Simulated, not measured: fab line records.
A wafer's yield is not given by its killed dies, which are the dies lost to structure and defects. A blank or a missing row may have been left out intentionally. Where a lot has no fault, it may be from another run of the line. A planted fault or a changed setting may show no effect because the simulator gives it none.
fab line records -- flow berkeley_cmos170
[record] lots = 16, wafers = 48, last_day = 13
route steps=331 shown SDANNEAL@205 PSD@206 NSD@207 PLDD@208 NLDD@209
lots untouched by any fault: they come from a run of this same line in which no faults occurred
start_h: start of the lot's first displayed wafer, in hours after the record's first day -- wait_h: hours elapsed since this lot's preceding step -- " same as the row above -- L1.1+2: one row covering several wafers at once -- - no value present, or no start provided -- * or withheld: withheld -- < > ~ a bound
route shown NAME@n: names a module that has steps shown in the file, with the first one's number in the route -- usual: the fault-free wafers' mean and standard deviation -- same: alike in all rows -- chamber/n: place in a boat -- sites: the reading at each site -- _std_site: standard deviation of those values -- _edge_site: the outer-site mean with the inner-site mean subtracted -- radius_mm: for every site, how far away it sits from the centre of the wafer -- mask NAME#n: copy n -- behind: the most recent tool/chamber to have shaped the wafer -- hold: why the lot was held/for how many hours/how that ended -- device: the transistor (n, p or np) that didn't switch -- end of line: tests of these same wafers at the route's end -- where a step has no rows: the recipe by itself -- killed: not the wafer's yield, but the dies lost to structure and defects at the first sort -- map: a wafer's dies, x killed, . not, _ none there
set.NAME: the setting that was run; set.NAME@STEP: the one run at that earlier step -- model.NAME: the simulator's own value behind a step, which no gauge read
one table for each step of the route and one row for each wafer, over a sample of lots
[[steps]]
[step UCB170_SDANNEAL_RTA_01]
[recipe] temp_c = 1050, time_s = 5, ambient = N2
[usual] lamp_power_pct = 34.0/0.83, wafer_temp_C_max = 1055.4/1.3
lot.wafer,tool,chamber,start_h,wait_h,lamp_power_pct,wafer_temp_C_max
L674.2,rtp_anneal-02,0,178.85,0.1,33.3,1054.0
L674.3,rtp_anneal-02,0,178.85,0.1,33.3,1057.6
L674.4,rtp_anneal-02,0,178.85,0.1,33.2,1056.7
L677.3,rtp_anneal-01,0,186.48,0.1,35.0,1056.1
L677.5,rtp_anneal-01,0,186.48,0.1,35.0,1053.7
L677.6,rtp_anneal-01,0,186.48,0.1,35.0,1056.0
L675.1,rtp_anneal-02,0,187.25,0.1,33.3,1054.3
L675.2,rtp_anneal-02,0,187.25,0.1,33.3,1056.6
L675.5,rtp_anneal-02,0,187.25,0.1,33.3,1055.5
L676.2,rtp_anneal-02,0,187.80,0.1,33.3,1055.5
L676.3,rtp_anneal-02,0,187.80,0.1,33.3,1055.7
L676.6,rtp_anneal-02,0,187.80,0.1,33.3,1054.6
L681.2,rtp_anneal-02,0,196.95,0.1,33.3,1056.1
L681.5,rtp_anneal-02,0,196.95,0.1,33.3,1054.8
L681.6,rtp_anneal-02,0,196.95,0.1,33.3,1054.8
L678.1,rtp_anneal-01,0,197.15,0.1,35.0,1053.0
L678.4,rtp_anneal-01,0,197.15,0.1,35.0,1054.5
L678.5,rtp_anneal-01,0,197.15,0.1,35.0,1054.4
L679.3,rtp_anneal-02,0,197.58,0.1,33.3,1056.0
L679.4,rtp_anneal-02,0,197.58,0.1,33.3,1056.0
L679.5,rtp_anneal-02,0,197.58,0.1,33.3,1054.9
L680.1,rtp_anneal-01,0,197.77,0.1,35.1,1056.3
L680.4,rtp_anneal-01,0,197.77,0.1,35.0,1054.1
L680.6,rtp_anneal-01,0,197.77,0.1,35.0,1054.9
L682.2,rtp_anneal-02,0,209.80,0.1,33.3,1058.3
L682.3,rtp_anneal-02,0,209.80,0.1,33.3,1055.1
L682.5,rtp_anneal-02,0,209.80,0.1,33.3,1056.9
L684.3,rtp_anneal-02,0,219.84,0.1,33.3,1055.8
L684.5,rtp_anneal-02,0,219.84,0.1,33.4,1057.1
L684.6,rtp_anneal-02,0,219.84,0.1,33.3,1057.9
L685.1,rtp_anneal-02,0,220.20,0.1,33.4,1056.0
L685.2,rtp_anneal-02,0,220.20,0.1,33.3,1057.4
L685.3,rtp_anneal-02,0,220.20,0.1,33.3,1055.7
L687.2,rtp_anneal-02,0,235.79,0.1,33.3,1056.7
L687.3,rtp_anneal-02,0,235.79,0.1,33.3,1054.9
L687.4,rtp_anneal-02,0,235.79,0.1,33.4,1054.7
L688.2,rtp_anneal-02,0,236.06,0.1,33.3,1056.1
L688.4,rtp_anneal-02,0,236.06,0.1,33.3,1055.4
L688.6,rtp_anneal-02,0,236.06,0.1,33.3,1055.1
L692.2,rtp_anneal-01,0,258.76,0.1,35.0,1054.1
L692.3,rtp_anneal-01,0,258.76,0.1,35.0,1054.8
L692.6,rtp_anneal-01,0,258.76,0.1,35.0,1054.1
L694.1,rtp_anneal-01,0,278.81,0.1,35.0,1053.0
L694.2,rtp_anneal-01,0,278.81,0.1,34.9,1054.4
L694.5,rtp_anneal-01,0,278.81,0.1,35.0,1053.1
L696.1,rtp_anneal-02,0,295.88,0.1,33.3,1056.6
L696.2,rtp_anneal-02,0,295.88,0.1,33.3,1056.2
L696.5,rtp_anneal-02,0,295.88,0.1,33.3,1056.9
[step UCB170_SDANNEAL_RS_MEAS_02]
[recipe] thk_meas_gauge = four-point-probe
[usual] PSD_RS = 75.5/0.3
lot.wafer,tool,chamber,start_h,wait_h,PSD_RS[ohm/sq]
L674.2,film_metro-02,-,178.92,0.1,75.0
L674.3,film_metro-02,-,178.92,0.1,75.4
L674.4,film_metro-02,-,178.92,0.1,75.0
L677.3,film_metro-04,-,186.56,0.1,75.2
L677.5,film_metro-04,-,186.56,0.1,75.1
L677.6,film_metro-04,-,186.56,0.1,74.9
L675.1,film_metro-02,-,187.31,0.0,75.7
L675.2,film_metro-02,-,187.31,0.0,75.4
L675.5,film_metro-02,-,187.31,0.0,75.4
L676.2,film_metro-03,-,187.87,0.1,75.7
L676.3,film_metro-03,-,187.87,0.1,75.5
L676.6,film_metro-03,-,187.87,0.1,75.6
L681.2,film_metro-04,-,197.02,0.1,75.5
L681.5,film_metro-04,-,197.02,0.1,75.2
L681.6,film_metro-04,-,197.02,0.1,75.4
L678.1,film_metro-02,-,197.21,0.0,75.4
L678.4,film_metro-02,-,197.21,0.0,76.0
L678.5,film_metro-02,-,197.21,0.0,75.7
L679.3,film_metro-03,-,197.66,0.1,75.8
L679.4,film_metro-03,-,197.66,0.1,75.6
L679.5,film_metro-03,-,197.66,0.1,75.5
L680.1,film_metro-04,-,197.83,0.0,75.5
L680.4,film_metro-04,-,197.83,0.0,75.4
L680.6,film_metro-04,-,197.83,0.0,75.2
L682.2,film_metro-04,-,209.87,0.1,75.9
L682.3,film_metro-04,-,209.87,0.1,75.6
L682.5,film_metro-04,-,209.87,0.1,75.7
L684.3,film_metro-04,-,219.92,0.1,56.5
L684.5,film_metro-04,-,219.92,0.1,56.6
L684.6,film_metro-04,-,219.92,0.1,56.5
L685.1,film_metro-02,-,220.26,0.0,56.6
L685.2,film_metro-02,-,220.26,0.0,56.5
L685.3,film_metro-02,-,220.26,0.0,56.5
L687.2,film_metro-03,-,235.86,0.1,56.7
L687.3,film_metro-03,-,235.86,0.1,56.6
L687.4,film_metro-03,-,235.86,0.1,56.5
L688.2,film_metro-02,-,236.13,0.1,56.7
L688.4,film_metro-02,-,236.13,0.1,57.0
L688.6,film_metro-02,-,236.13,0.1,57.0
L692.2,film_metro-04,-,258.98,0.2,75.1
L692.3,film_metro-04,-,258.98,0.2,75.2
L692.6,film_metro-04,-,258.98,0.2,75.1
L694.1,film_metro-04,-,278.87,0.0,75.5
L694.2,film_metro-04,-,278.87,0.0,75.5
L694.5,film_metro-04,-,278.87,0.0,75.8
L696.1,film_metro-02,-,295.93,0.0,75.4
L696.2,film_metro-02,-,295.93,0.0,75.6
L696.5,film_metro-02,-,295.93,0.0,75.6
[step UCB170_SDANNEAL_RS_MEAS_03]
[recipe] thk_meas_gauge = four-point-probe
[usual] NSD_RS = 37.24/0.064
lot.wafer,tool,chamber,start_h,wait_h,NSD_RS[ohm/sq]
L674.2,film_metro-02,-,179.04,0.1,37.21
L674.3,film_metro-02,-,179.04,0.1,37.24
L674.4,film_metro-02,-,179.04,0.1,37.18
L677.3,film_metro-04,-,186.68,0.1,37.25
L677.5,film_metro-04,-,186.68,0.1,37.19
L677.6,film_metro-04,-,186.68,0.1,37.23
L675.1,film_metro-02,-,187.43,0.1,37.28
L675.2,film_metro-02,-,187.43,0.1,37.10
L675.5,film_metro-02,-,187.43,0.1,37.19
L676.2,film_metro-03,-,187.99,0.1,37.28
L676.3,film_metro-03,-,187.99,0.1,37.39
L676.6,film_metro-03,-,187.99,0.1,37.37
L681.2,film_metro-04,-,197.14,0.1,37.26
L681.5,film_metro-04,-,197.14,0.1,37.17
L681.6,film_metro-04,-,197.14,0.1,37.22
L678.1,film_metro-02,-,197.33,0.1,37.34
L678.4,film_metro-02,-,197.33,0.1,37.25
L678.5,film_metro-02,-,197.33,0.1,37.24
L679.3,film_metro-03,-,197.78,0.1,37.16
L679.4,film_metro-03,-,197.78,0.1,37.23
L679.5,film_metro-03,-,197.78,0.1,37.18
L680.1,film_metro-04,-,197.95,0.1,37.23
L680.4,film_metro-04,-,197.95,0.1,37.26
L680.6,film_metro-04,-,197.95,0.1,37.18
L682.2,film_metro-04,-,209.99,0.1,37.26
L682.3,film_metro-04,-,209.99,0.1,37.24
L682.5,film_metro-04,-,209.99,0.1,37.26
L684.3,film_metro-04,-,220.04,0.1,31.33
L684.5,film_metro-04,-,220.04,0.1,31.32
L684.6,film_metro-04,-,220.04,0.1,31.22
L685.1,film_metro-02,-,220.38,0.1,31.33
L685.2,film_metro-02,-,220.38,0.1,31.33
L685.3,film_metro-02,-,220.38,0.1,31.34
L687.2,film_metro-03,-,235.98,0.1,31.28
L687.3,film_metro-03,-,235.98,0.1,31.34
L687.4,film_metro-03,-,235.98,0.1,31.31
L688.2,film_metro-02,-,236.25,0.1,31.29
L688.4,film_metro-02,-,236.25,0.1,31.31
L688.6,film_metro-02,-,236.25,0.1,31.24
L692.2,film_metro-04,-,259.10,0.1,37.29
L692.3,film_metro-04,-,259.10,0.1,37.28
L692.6,film_metro-04,-,259.10,0.1,37.20
L694.1,film_metro-04,-,278.99,0.1,37.39
L694.2,film_metro-04,-,278.99,0.1,37.25
L694.5,film_metro-04,-,278.99,0.1,37.31
L696.1,film_metro-02,-,296.05,0.1,37.28
L696.2,film_metro-02,-,296.05,0.1,37.20
L696.5,film_metro-02,-,296.05,0.1,37.28
[step UCB170_SDANNEAL_RS_MEAS_04]
[recipe] thk_meas_gauge = four-point-probe
[usual] PLDD_RS = 1031.5/2.5
lot.wafer,tool,chamber,start_h,wait_h,PLDD_RS[ohm/sq]
L674.2,film_metro-02,-,179.16,0.1,1031.2
L674.3,film_metro-02,-,179.16,0.1,1033.2
L674.4,film_metro-02,-,179.16,0.1,1034.5
L677.3,film_metro-04,-,186.80,0.1,1031.0
L677.5,film_metro-04,-,186.80,0.1,1032.3
L677.6,film_metro-04,-,186.80,0.1,1032.5
L675.1,film_metro-02,-,187.55,0.1,1026.7
L675.2,film_metro-02,-,187.55,0.1,1030.8
L675.5,film_metro-02,-,187.55,0.1,1031.3
L676.2,film_metro-03,-,188.11,0.1,1032.8
L676.3,film_metro-03,-,188.11,0.1,1032.6
L676.6,film_metro-03,-,188.11,0.1,1034.2
L681.2,film_metro-04,-,197.26,0.1,1029.8
L681.5,film_metro-04,-,197.26,0.1,1030.2
L681.6,film_metro-04,-,197.26,0.1,1027.2
L678.1,film_metro-02,-,197.45,0.1,1037.7
L678.4,film_metro-02,-,197.45,0.1,1036.6
L678.5,film_metro-02,-,197.45,0.1,1033.9
L679.3,film_metro-03,-,197.90,0.1,1031.2
L679.4,film_metro-03,-,197.90,0.1,1030.5
L679.5,film_metro-03,-,197.90,0.1,1027.7
L680.1,film_metro-04,-,198.07,0.1,1030.2
L680.4,film_metro-04,-,198.07,0.1,1030.3
L680.6,film_metro-04,-,198.07,0.1,1030.2
L682.2,film_metro-04,-,210.11,0.1,1030.8
L682.3,film_metro-04,-,210.11,0.1,1031.7
L682.5,film_metro-04,-,210.11,0.1,1029.9
L684.3,film_metro-04,-,220.16,0.1,963.9
L684.5,film_metro-04,-,220.16,0.1,967.7
L684.6,film_metro-04,-,220.16,0.1,963.4
L685.1,film_metro-02,-,220.50,0.1,969.1
L685.2,film_metro-02,-,220.50,0.1,971.9
L685.3,film_metro-02,-,220.50,0.1,969.6
L687.2,film_metro-03,-,236.10,0.1,968.8
L687.3,film_metro-03,-,236.10,0.1,968.5
L687.4,film_metro-03,-,236.10,0.1,968.9
L688.2,film_metro-02,-,236.37,0.1,967.2
L688.4,film_metro-02,-,236.37,0.1,969.9
L688.6,film_metro-02,-,236.37,0.1,971.1
L692.2,film_metro-04,-,259.22,0.1,1030.8
L692.3,film_metro-04,-,259.22,0.1,1030.3
L692.6,film_metro-04,-,259.22,0.1,1026.1
L694.1,film_metro-04,-,279.11,0.1,1028.9
L694.2,film_metro-04,-,279.11,0.1,1026.9
L694.5,film_metro-04,-,279.11,0.1,1027.7
L696.1,film_metro-02,-,296.17,0.1,1033.4
L696.2,film_metro-02,-,296.17,0.1,1031.3
L696.5,film_metro-02,-,296.17,0.1,1033.5
[step UCB170_SDANNEAL_RS_MEAS_05]
[recipe] thk_meas_gauge = four-point-probe
[usual] NLDD_RS = 615.7/1.5
lot.wafer,tool,chamber,start_h,wait_h,NLDD_RS[ohm/sq]
L674.2,film_metro-02,-,179.28,0.1,614.3
L674.3,film_metro-02,-,179.28,0.1,616.3
L674.4,film_metro-02,-,179.28,0.1,614.7
L677.3,film_metro-04,-,186.92,0.1,615.0
L677.5,film_metro-04,-,186.92,0.1,613.0
L677.6,film_metro-04,-,186.92,0.1,615.8
L675.1,film_metro-02,-,187.67,0.1,615.4
L675.2,film_metro-02,-,187.67,0.1,614.6
L675.5,film_metro-02,-,187.67,0.1,617.1
L676.2,film_metro-03,-,188.23,0.1,618.5
L676.3,film_metro-03,-,188.23,0.1,618.6
L676.6,film_metro-03,-,188.23,0.1,616.2
L681.2,film_metro-04,-,197.38,0.1,616.8
L681.5,film_metro-04,-,197.38,0.1,614.8
L681.6,film_metro-04,-,197.38,0.1,614.8
L678.1,film_metro-02,-,197.57,0.1,615.1
L678.4,film_metro-02,-,197.57,0.1,616.0
L678.5,film_metro-02,-,197.57,0.1,616.4
L679.3,film_metro-03,-,198.02,0.1,615.6
L679.4,film_metro-03,-,198.02,0.1,615.6
L679.5,film_metro-03,-,198.02,0.1,613.6
L680.1,film_metro-04,-,198.19,0.1,615.1
L680.4,film_metro-04,-,198.19,0.1,615.3
L680.6,film_metro-04,-,198.19,0.1,615.0
L682.2,film_metro-04,-,210.23,0.1,615.0
L682.3,film_metro-04,-,210.23,0.1,614.6
L682.5,film_metro-04,-,210.23,0.1,612.6
L684.3,film_metro-04,-,220.28,0.1,609.5
L684.5,film_metro-04,-,220.28,0.1,609.9
L684.6,film_metro-04,-,220.28,0.1,609.1
L685.1,film_metro-02,-,220.62,0.1,610.9
L685.2,film_metro-02,-,220.62,0.1,612.0
L685.3,film_metro-02,-,220.62,0.1,612.1
L687.2,film_metro-03,-,236.22,0.1,609.9
L687.3,film_metro-03,-,236.22,0.1,609.3
L687.4,film_metro-03,-,236.22,0.1,609.0
L688.2,film_metro-02,-,236.49,0.1,607.4
L688.4,film_metro-02,-,236.49,0.1,610.3
L688.6,film_metro-02,-,236.49,0.1,608.0
L692.2,film_metro-04,-,259.34,0.1,617.2
L692.3,film_metro-04,-,259.34,0.1,616.2
L692.6,film_metro-04,-,259.34,0.1,616.2
L694.1,film_metro-04,-,279.23,0.1,613.1
L694.2,film_metro-04,-,279.23,0.1,613.5
L694.5,film_metro-04,-,279.23,0.1,614.3
L696.1,film_metro-02,-,296.29,0.1,614.9
L696.2,film_metro-02,-,296.29,0.1,615.3
L696.5,film_metro-02,-,296.29,0.1,615.7
[[key]]
[first_sign] step = UCB170_SDANNEAL_RS_MEAS_02, reading = PSD_RS, direction = down, sigmas = 62, usual = 75.5, struck = 56.6
[effect] step = UCB170_SDANNEAL_RS_MEAS_03, reading = NSD_RS, direction = down, sigmas = 93, usual = 37.24, struck = 31.30
[effect] step = UCB170_SDANNEAL_RS_MEAS_04, reading = PLDD_RS, direction = down, sigmas = 25, usual = 1031.5, struck = 968.3
[effect] step = UCB170_SDANNEAL_RS_MEAS_05, reading = NLDD_RS, direction = down, sigmas = 4, usual = 615.7, struck = 609.8
met_at UCB170_SDANNEAL_RTA_01
struck_lots L684,L685,L687,L688
tester_left_out L684,L685,L687,L688
onset_between 209.80 219.84
[fault] kind = process_parameter_drift, tool = rtp_anneal-02, chamber = -, onset_h = 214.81, steps = UCB170_SDANNEAL_RTA_01, channel = time_s, offset = *, shape = step, end_h = 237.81, acts_in = *, stated = *
// tester_left_out: of these lots the tester's yield and bins aren't shown, on N5 and GAA mostly nor the transistor test; their killed dies are dies lost to structure and defects alone, not to doping, threshold or leakage, so they don't give the yield
